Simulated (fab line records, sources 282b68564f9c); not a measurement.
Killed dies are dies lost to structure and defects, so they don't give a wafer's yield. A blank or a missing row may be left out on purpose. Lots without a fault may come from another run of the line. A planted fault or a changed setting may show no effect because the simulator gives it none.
A struck lot beside a sound one | flow rit_cmos | 44 steps out of a route of 202
Sound: wafers L892.3, L892.4, L892.6. Struck: wafers L902.2, L902.4, L902.5. The cause comes at the end.
At each step with rows: each side's tool, then ch and its chambers, then its first start. Under that, the readings that differ: sound wafers | struck wafers | difference of the means | sigmas: that difference in standard deviations of wafers without a fault.
alike: readings whose means differ by less than 2 such deviations, and words and numbers that are the same on both sides. not compared: withheld readings, readings that some wafer has no value for, bounds like >300 that may hide the same value, and numbers for which the record gives no deviation and whose values overlap.
The two part at a step that has a row with sigmas, a row that says differs or no value, or rows on one side only. Numbers that don't overlap but have no deviation are shown without sigmas and don't part them. A reading that every wafer of one side lacks parts them only if that side has two wafers or more.

first, 2 steps without rows for these wafers: RIT_NLDD_HARDBAKE_07 (time 60 s); RIT_NLDD_IMPLANT_08.
RIT_NLDD_STRIP_09: strips in O2, time 180 s.
  sound on plasma_asher-04 ch 0,1, day 3 03:14; struck on plasma_asher-04 ch 0, day 5 04:08
  alike: drypump_motor_current_A
  not compared: rf_hours_counter_h
RIT_NLDD_TW_MEAS_10:
  sound on film_metro-01, day 3 03:22; struck on film_metro-01, day 5 04:19
  alike: NLDD_TW
then, 6 steps without rows for these wafers: RIT_PLDD_HMDS_00 (prime time 60 s); RIT_PLDD_COAT_01 (resist thk 1000 nm); RIT_PLDD_SOFTBAKE_02 (time 60 s); RIT_PLDD_EXPOSE_03 (exposes mask M8, target cd 40900 nm); RIT_PLDD_PEB_04; RIT_PLDD_DEVELOP_05 (develop time 50 s).
RIT_PLDD_OVL_MEAS_06:
  sound on overlay-02, day 3 04:16; struck on overlay-02, day 5 05:14
  alike: PLDD_OVL
then, 1 step without rows for these wafers: RIT_PLDD_HARDBAKE_07 (time 60 s).
RIT_PLDD_IMPLANT_08:
  sound on implanter-04 ch 0, day 3 04:29; struck on implanter-03 ch 0, day 5 05:26
  reading                   | sound                | struck               | difference | sigmas
  beam_energy_keV           | 20.005 20.000 20.008 | 19.031 19.032 19.034 | -0.972     | -99 or more
  model.implant.rp_nm (nm)  | 17.59 17.59 17.59    | 16.61 16.61 16.61    | -0.98      |
  model.implant.drp_nm (nm) | 9.752 9.752 9.752    | 9.42 9.42 9.42       | -0.33      |
RIT_PLDD_STRIP_09: strips in O2, time 180 s.
  sound on plasma_asher-03 ch 0,1, day 3 04:39; struck on plasma_asher-01 ch 0,1, day 5 05:34
  alike: drypump_motor_current_A
  not compared: rf_hours_counter_h
RIT_PLDD_TW_MEAS_10:
  sound on film_metro-01, day 3 04:47; struck on film_metro-01, day 5 05:44
  alike: PLDD_TW
then, 4 steps without rows for these wafers: RIT_SPACER_CLEAN_00 (cleans in SC1, time 600 s); RIT_SPACER_CLEAN_01 (cleans in dHF, time 30 s); RIT_SPACER_CLEAN_02 (cleans in SC2, time 600 s); RIT_SPACER_CVD_03 (deposits Si3N4 from SiH2Cl2/NH3, target thk 250 nm, time 3173 s).
RIT_SPACER_THK_MEAS_04:
  sound on film_metro-03, day 3 07:11; struck on film_metro-03, day 5 08:06
  alike: SPACER_NITRIDE_THK
RIT_SPACER_ETCHBACK_05: etches Si3N4 in SF6/CHF3, stops on SiO2, target depth 250 nm, time 240 s.
  sound on rie_diel-01 ch 0,2,3, day 3 07:14; struck on rie_diel-02 ch 2,3, day 5 08:09
  alike: drypump_motor_current_A, oes_product_au, throttle_valve_pct
  not compared: rf_hours_counter_h
then, 6 steps without rows for these wafers: RIT_NSD_HMDS_00 (prime time 60 s); RIT_NSD_COAT_01 (resist thk 1000 nm); RIT_NSD_SOFTBAKE_02 (time 60 s); RIT_NSD_EXPOSE_03 (exposes mask M9, target cd 40700 nm); RIT_NSD_PEB_04; RIT_NSD_DEVELOP_05 (develop time 50 s).
RIT_NSD_OVL_MEAS_06:
  sound on overlay-01, day 3 08:14; struck on overlay-02, day 5 09:10
  alike: NSD_OVL
then, 2 steps without rows for these wafers: RIT_NSD_HARDBAKE_07 (time 60 s); RIT_NSD_IMPLANT_08.
RIT_NSD_STRIP_09: strips in O2, time 180 s.
  sound on plasma_asher-04 ch 0,1, day 3 08:38; struck on plasma_asher-01 ch 0,1, day 5 09:29
  alike: drypump_motor_current_A
  not compared: rf_hours_counter_h
RIT_NSD_TW_MEAS_10:
  sound on film_metro-01, day 3 08:46; struck on film_metro-01, day 5 09:40
  alike: NSD_TW
then, 6 steps without rows for these wafers: RIT_PSD_HMDS_00 (prime time 60 s); RIT_PSD_COAT_01 (resist thk 1000 nm); RIT_PSD_SOFTBAKE_02 (time 60 s); RIT_PSD_EXPOSE_03 (exposes mask M10, target cd 40900 nm); RIT_PSD_PEB_04; RIT_PSD_DEVELOP_05 (develop time 50 s).
RIT_PSD_OVL_MEAS_06:
  sound on overlay-01, day 3 09:40; struck on overlay-01, day 5 10:42
  alike: PSD_OVL
then, 2 steps without rows for these wafers: RIT_PSD_HARDBAKE_07 (time 60 s); RIT_PSD_IMPLANT_08.
RIT_PSD_STRIP_09: strips in O2, time 180 s.
  sound on plasma_asher-02 ch 0,1, day 3 10:03; struck on plasma_asher-02 ch 0,1, day 5 11:02
  alike: drypump_motor_current_A
  not compared: rf_hours_counter_h
RIT_SDANNEAL_RS_MEAS_06: measures by four-point-probe.
  sound on film_metro-01, day 3 10:56; struck on film_metro-01, day 5 11:58
  reading          | sound             | struck            | difference | sigmas
  PLDD_RS (ohm/sq) | 178.6 178.4 178.6 | 182.2 182.5 182.9 | +4.0       | +8
RIT_M1_PROBE_99:
  sound on prober-02, day 3 18:00; struck on prober-02, day 5 19:17
  reading                      | sound             | struck            | difference | sigmas
  model.etest.pldd.rs_ohm_sq   | 499.8 516.8 511.9 | 572.1 583.5 574.9 | +67.3      |
  model.etest.pldd.line_ohm_um | 158.5 162 162.2   | 176.5 183.7 181.3 | +19.6      |
  alike: killed_at_front_end, killed_dies, killed_open, killed_short

WHERE THEY PART
First at RIT_PLDD_IMPLANT_08; last, within this record, at RIT_SDANNEAL_RS_MEAS_06. Later steps at which nothing parts them and some readings are alike: RIT_M1_PROBE_99.

WHY: what the simulator had put in
Process parameter drift: implanter-03, from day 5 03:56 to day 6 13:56, at RIT_PLDD_IMPLANT_08. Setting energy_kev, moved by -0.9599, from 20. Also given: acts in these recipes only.
